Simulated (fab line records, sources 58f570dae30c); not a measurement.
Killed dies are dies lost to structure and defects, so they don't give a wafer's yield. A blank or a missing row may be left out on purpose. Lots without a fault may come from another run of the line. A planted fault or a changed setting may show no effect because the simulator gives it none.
One fault seen from 2 desks | flow berkeley_cmos170 | each desk has only its own numbers; what lay behind them comes last

THE TOOL OWNER'S DESK: krf_scanner-01
The tool's own readings at UCB170_NLDD_EXPOSE_03 (exposes mask NSELECT, target cd 1200 nm): means of the sampled wafers that have a number, for each lot that ran on this tool. A lot is out of limits, marked OUT, if its mean lies more than 4 standard deviations from the usual mean; the brackets give that distance.
Columns: A = exposure_dose_mJ_cm2 at UCB170_NLDD_EXPOSE_03, usual 29.975
lot  | first seen here | A
L775 | day 6 11:04     | 29.981
L783 | day 7 14:13     | 29.957
L789 | day 8 20:44     | 29.946
L790 | day 9 16:23     | 29.969
L792 | day 9 16:29     | 30.027
L791 | day 9 16:34     | 29.950
L793 | day 10 03:02    | 29.967
This desk's finding: nothing out of limits on any of the 7 lots.

THE METROLOGY DESK
What the gauges read, lot by lot, whatever tool the lot ran on: means of the sampled wafers that have a number. A lot is out of limits, marked OUT, if its mean lies more than 4 standard deviations from the usual mean; the brackets give that distance.
Columns: A = cd_nm at UCB170_NLDD_CD_MEAS_06, usual 1200.3 nm; B = NLDD_OVL at UCB170_NLDD_OVL_MEAS_07, usual -1 nm; C = SPACER_TEOS_THK at UCB170_SPACER_THK_MEAS_01, usual 376 nm
lot  | first seen here | A      | B             | C
L775 | day 6 12:02     | 1198.9 | 7             | 371
L778 | day 7 04:26     | 1199.5 | -8            | 374
L779 | day 7 11:48     | 1198.4 | -4            | 377
L783 | day 7 15:14     | 1199.3 | 5             | 376
L782 | day 7 15:23     | 1201.2 | -6            | 374
L785 | day 8 15:37     | 1199.7 | -4            | 370
L784 | day 8 16:10     | 1199.1 | -5            | 382
L786 | day 8 16:26     | 1198.5 | 0             | 373
L789 | day 8 21:20     | 1201.8 | 7             | 369
L788 | day 8 21:53     | 1199.6 | -4            | 377
L790 | day 9 16:48     | 1199.7 | 318 (+53) OUT | 379
L792 | day 9 16:59     | 1198.1 | 320 (+54) OUT | 374
L791 | day 9 17:02     | 1203.2 | 318 (+53) OUT | 381
L793 | day 10 03:25    | 1200.8 | 321 (+54) OUT | 370
L798 | day 11 04:56    | 1199.1 | -7            | 381
L797 | day 11 19:26    | 1201.7 | -6            | 376
This desk's finding: out of limits on L790, L791, L792, L793; first on L790, day 9 16:53 (NLDD_OVL at UCB170_NLDD_OVL_MEAS_07). In limits: L775, L778, L779, L783, L782, L785, L784, L786, L789, L788, L798, L797.

PUT TOGETHER
The metrology desk could have raised an alarm at day 9 16:53, on L790, L791, L792, L793.
The tool owner's desk saw nothing out of limits.
The tool owner's desk has L790, L791, L792, L793 on record, within its limits.
Of the lots named, all ran UCB170_NLDD_EXPOSE_03 on krf_scanner-01.

WHAT THE SIMULATOR HAD PUT IN
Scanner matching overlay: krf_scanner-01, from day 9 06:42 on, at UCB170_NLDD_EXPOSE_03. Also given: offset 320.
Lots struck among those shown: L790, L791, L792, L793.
Hours from the fault's start to each desk's first reading out of limits: the metrology desk, 10.
